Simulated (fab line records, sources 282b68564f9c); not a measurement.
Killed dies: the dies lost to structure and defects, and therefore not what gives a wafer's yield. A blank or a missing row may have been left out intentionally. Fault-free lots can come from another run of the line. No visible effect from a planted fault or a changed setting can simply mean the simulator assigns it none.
8D (eight disciplines) problem report, filled in by code | flow rit cmos | the parts of the form that need people (team, actions taken, sign-off) are left out

## 1. WHAT IS WRONG
At RIT_ACTIVE_ETCH_13, run length s averages 260.2 s over 2 wafers from 2 lots, while fault-free wafers read 238.3 s, standard deviation 0.44. That is +50 standard deviations from the usual mean.
The step: etches Si3N4 in SF6, stops on SiO2, time 210 s, target depth 210 nm.
First observed at day 2 20:43: wafer L262.6, on rie diel-03. At this step, 42 wafers from 14 lots have a number in the record. Rule for "out" (also "out of limits"): further than 4 standard deviations from the usual mean. The rest of the wafers with a number are treated as sound.

## 2. WHAT IT IS; WHAT IT IS NOT
question                    | is               | is not
which readings at this step | run length s     | drypump motor current A, throttle valve pct
which lots                  | L262, L263       | L256, L257, L260, L261, L269, L270, L274, L275, L276, L277, L278, L279
which wafers of those lots  | L262.6, L263.6   | L262.4, L262.5, L263.1, L263.3
read on which tools         | rie diel-03      | rie diel-02, rie diel-04
when                        | from day 2 20:43 | up to then (14 sound wafers); but 26 sound wafers of L263, L269, L270, L274, L275, L276, L277, L278, L279 came after

## 3. SUSPECTS, AND WHAT RULES EACH OUT
Counting: if a tool at a process step up to the reading ran every lot that is out, it stays a suspect. Sound lots after the first of them don't rule it out here, since some wafers of a struck lot are sound.
- rie diel-03 at RIT_ACTIVE_ETCH_13 (etches Si3N4 in SF6, stops on SiO2, time 210 s, target depth 210 nm): kept. Every lot that is out went through it, the first being L262 (day 2 20:43); the last sound lot it ran before that was L260 (day 2 11:26). Its own run length s readings are out on those wafers.
- rie diel-03, RIT_ACTIVE_ETCH_13: wafers that are out in chamber 0, sound lot-mates in chambers 1, 2, 3.
The count leaves rie diel-03 at RIT_ACTIVE_ETCH_13.

## 4. THE CAUSE (what the simulator had put in)
rie diel-03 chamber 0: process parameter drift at RIT_ACTIVE_ETCH_13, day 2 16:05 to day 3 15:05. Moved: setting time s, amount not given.
The count eliminated every tool but this one.

## 5. THE EFFECT CHAIN, in route order
One row per reading whose mean, taken over the struck wafers that have a number, lies over 3 standard deviations from the usual. Scope: only readings with a usual standard deviation given in the record; hours: median across lots of the time from each lot's start at the first step in this table that gives one to its start at this step; sigmas: change in usual standard deviations.
hours | step               | reading      | usual   | on struck wafers | change | sigmas
0     | RIT_ACTIVE_ETCH_13 | run length s | 238.3 s | 260.2            | +21.9  | +50
Its process steps:
- RIT_ACTIVE_ETCH_13: etches Si3N4 in SF6, stops on SiO2, time 210 s, target depth 210 nm.

## 6. HOW IT WOULD HAVE BEEN CAUGHT EARLIER
In this record no reading fell out of limits until day 2 20:43, 5 hours after the fault had begun at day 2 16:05.
